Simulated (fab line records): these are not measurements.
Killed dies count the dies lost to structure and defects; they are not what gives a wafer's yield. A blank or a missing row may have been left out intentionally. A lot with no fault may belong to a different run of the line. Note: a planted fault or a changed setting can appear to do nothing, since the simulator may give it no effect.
Split-lot trial / flow rit cmos / route with 202 steps; 5 lots, 23 wafers read

## ON THE SPLIT
At RIT_NWELL_COAT_01 (resist thk 1300 nm), the setting resist thk nm was moved away from the recipe's 1300 nm on 7 of the 23 wafers read, by -4.2% to +4.9%. This setting was run at the recipe's value on the other wafers.

## FROM THE SPLIT TO THE READING: what the file shows between them, 3 steps
- RIT_NWELL_SOFTBAKE_02: time 60 s
- RIT_NWELL_EXPOSE_03: exposes mask M2, target cd 43900 nm
- RIT_NWELL_DEVELOP_05: develop time 68 s

## THE READING
NOVOLAK_of_NWELL_COAT_01.thk nm (the simulator's own value, which no gauge read), in nm, at RIT_NWELL_HARDBAKE_07 (time 120 s). The file does not state a usual value for it. Here, 16 wafers ran the recipe; their average is 1137 nm with a standard deviation of 3.3 nm.

wafer=L074.1; tool, chamber at the split=litho track-02, 0; resist thk nm as run, nm=1300; against the recipe=recipe; NOVOLAK_of_NWELL_COAT_01.thk nm, nm=1133; against lot-mates on the recipe=-
wafer=L074.2; tool, chamber at the split=litho track-02, 0; resist thk nm as run, nm=1300; against the recipe=recipe; NOVOLAK_of_NWELL_COAT_01.thk nm, nm=1133; against lot-mates on the recipe=-
wafer=L074.4; tool, chamber at the split=litho track-02, 0; resist thk nm as run, nm=1300; against the recipe=recipe; NOVOLAK_of_NWELL_COAT_01.thk nm, nm=1133; against lot-mates on the recipe=-
wafer=L074.5; tool, chamber at the split=litho track-02, 0; resist thk nm as run, nm=1300; against the recipe=recipe; NOVOLAK_of_NWELL_COAT_01.thk nm, nm=1131; against lot-mates on the recipe=-
wafer=L074.6; tool, chamber at the split=litho track-02, 0; resist thk nm as run, nm=1300; against the recipe=recipe; NOVOLAK_of_NWELL_COAT_01.thk nm, nm=1134; against lot-mates on the recipe=-
wafer=L078.1; tool, chamber at the split=litho track-02, 0; resist thk nm as run, nm=1348; against the recipe=+3.7%; NOVOLAK_of_NWELL_COAT_01.thk nm, nm=1180; against lot-mates on the recipe=+43
wafer=L078.2; tool, chamber at the split=litho track-02, 0; resist thk nm as run, nm=1348; against the recipe=+3.7%; NOVOLAK_of_NWELL_COAT_01.thk nm, nm=1180; against lot-mates on the recipe=+43
wafer=L078.3; tool, chamber at the split=litho track-02, 0; resist thk nm as run, nm=1300; against the recipe=recipe; NOVOLAK_of_NWELL_COAT_01.thk nm, nm=1137; against lot-mates on the recipe=-
wafer=L078.4; tool, chamber at the split=litho track-02, 0; resist thk nm as run, nm=1300; against the recipe=recipe; NOVOLAK_of_NWELL_COAT_01.thk nm, nm=1137; against lot-mates on the recipe=-
wafer=L078.5; tool, chamber at the split=litho track-02, 0; resist thk nm as run, nm=1300; against the recipe=recipe; NOVOLAK_of_NWELL_COAT_01.thk nm, nm=1136; against lot-mates on the recipe=-
wafer=L081.4; tool, chamber at the split=litho track-02, 0; resist thk nm as run, nm=1300; against the recipe=recipe; NOVOLAK_of_NWELL_COAT_01.thk nm, nm=1139; against lot-mates on the recipe=-
wafer=L081.5; tool, chamber at the split=litho track-02, 0; resist thk nm as run, nm=1300; against the recipe=recipe; NOVOLAK_of_NWELL_COAT_01.thk nm, nm=1136; against lot-mates on the recipe=-
wafer=L081.6; tool, chamber at the split=litho track-02, 0; resist thk nm as run, nm=1300; against the recipe=recipe; NOVOLAK_of_NWELL_COAT_01.thk nm, nm=1137; against lot-mates on the recipe=-
wafer=L082.1; tool, chamber at the split=litho track-01, 0; resist thk nm as run, nm=1246; against the recipe=-4.2%; NOVOLAK_of_NWELL_COAT_01.thk nm, nm=1094; against lot-mates on the recipe=-47
wafer=L082.3; tool, chamber at the split=litho track-01, 0; resist thk nm as run, nm=1300; against the recipe=recipe; NOVOLAK_of_NWELL_COAT_01.thk nm, nm=1141; against lot-mates on the recipe=-
wafer=L082.4; tool, chamber at the split=litho track-01, 0; resist thk nm as run, nm=1246; against the recipe=-4.2%; NOVOLAK_of_NWELL_COAT_01.thk nm, nm=1096; against lot-mates on the recipe=-45
wafer=L082.5; tool, chamber at the split=litho track-01, 0; resist thk nm as run, nm=1300; against the recipe=recipe; NOVOLAK_of_NWELL_COAT_01.thk nm, nm=1140; against lot-mates on the recipe=-
wafer=L082.6; tool, chamber at the split=litho track-01, 0; resist thk nm as run, nm=1300; against the recipe=recipe; NOVOLAK_of_NWELL_COAT_01.thk nm, nm=1142; against lot-mates on the recipe=-
wafer=L083.1; tool, chamber at the split=litho track-01, 0; resist thk nm as run, nm=1300; against the recipe=recipe; NOVOLAK_of_NWELL_COAT_01.thk nm, nm=1139; against lot-mates on the recipe=-
wafer=L083.2; tool, chamber at the split=litho track-01, 0; resist thk nm as run, nm=1364; against the recipe=+4.9%; NOVOLAK_of_NWELL_COAT_01.thk nm, nm=1193; against lot-mates on the recipe=+52
wafer=L083.3; tool, chamber at the split=litho track-01, 0; resist thk nm as run, nm=1364; against the recipe=+4.9%; NOVOLAK_of_NWELL_COAT_01.thk nm, nm=1194; against lot-mates on the recipe=+54
wafer=L083.4; tool, chamber at the split=litho track-01, 0; resist thk nm as run, nm=1300; against the recipe=recipe; NOVOLAK_of_NWELL_COAT_01.thk nm, nm=1142; against lot-mates on the recipe=-
wafer=L083.5; tool, chamber at the split=litho track-01, 0; resist thk nm as run, nm=1364; against the recipe=+4.9%; NOVOLAK_of_NWELL_COAT_01.thk nm, nm=1197; against lot-mates on the recipe=+56

THE FIT
A straight line over all 23 wafers: NOVOLAK_of_NWELL_COAT_01.thk nm changes by +11.2 nm for each +1% of resist thk nm; r = +0.99; the points scatter about the line by 3.4 nm.
The same after taking each lot's own level away (the mean of its wafers on the recipe; 23 wafers): +11.2 nm for each +1%; r = +1.00; scatter 1.3 nm.
On that fit, the largest move of resist thk nm shifts the reading by 55 nm.
The span of the lots' own levels, 1132.8 to 1141.0 nm, comes to 2.5 times the standard deviation stated above.
The two slopes agree, so the slope changes little with the lot-to-lot level.
Check: for one of the wafers moved furthest among these (+4.9%), held out of the fit, the line's prediction against its lot-mates is +55.6 nm. Against them it came out at +52.5 nm.

## OTHER SPLITS ON THESE WAFERS
Note: prior to the reading, these wafers also went through further splits. Each is held against what the fit with the lots' levels taken away leaves over:
other split on the same wafers=RIT_ACTIVE_CVD_03 time s; wafers away from the commonest value=13; r with NOVOLAK_of_NWELL_COAT_01.thk nm (lot level and that fit taken away)=+0.01
other split on the same wafers=RIT_ACTIVE_CLEAN_15 time s; wafers away from the commonest value=13; r with NOVOLAK_of_NWELL_COAT_01.thk nm (lot level and that fit taken away)=+0.05
other split on the same wafers=RIT_FOX2_OXIDATION_00 temp c; wafers away from the commonest value=10; r with NOVOLAK_of_NWELL_COAT_01.thk nm (lot level and that fit taken away)=+0.34

## THE WHOLE CHAIN: every reading that the file lists as answering this split, in the file's order
step=RIT_NWELL_COAT_01; what it does=resist thk 1300 nm; reading=NOVOLAK_of_NWELL_COAT_01.thk nm (the simulator's own value, which no gauge read); change (the file's fit)=+13.1 nm for each +1% of the setting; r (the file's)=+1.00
step=RIT_NWELL_HARDBAKE_07; what it does=time 120 s; reading=NOVOLAK_of_NWELL_COAT_01.thk nm (the simulator's own value, which no gauge read); change (the file's fit)=+11.2 nm for each +1% of the setting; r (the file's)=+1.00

## THE FILE'S OWN FIT
NOVOLAK_of_NWELL_COAT_01.thk nm changes by +11.2 nm for each +1% of resist thk nm, r = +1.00.
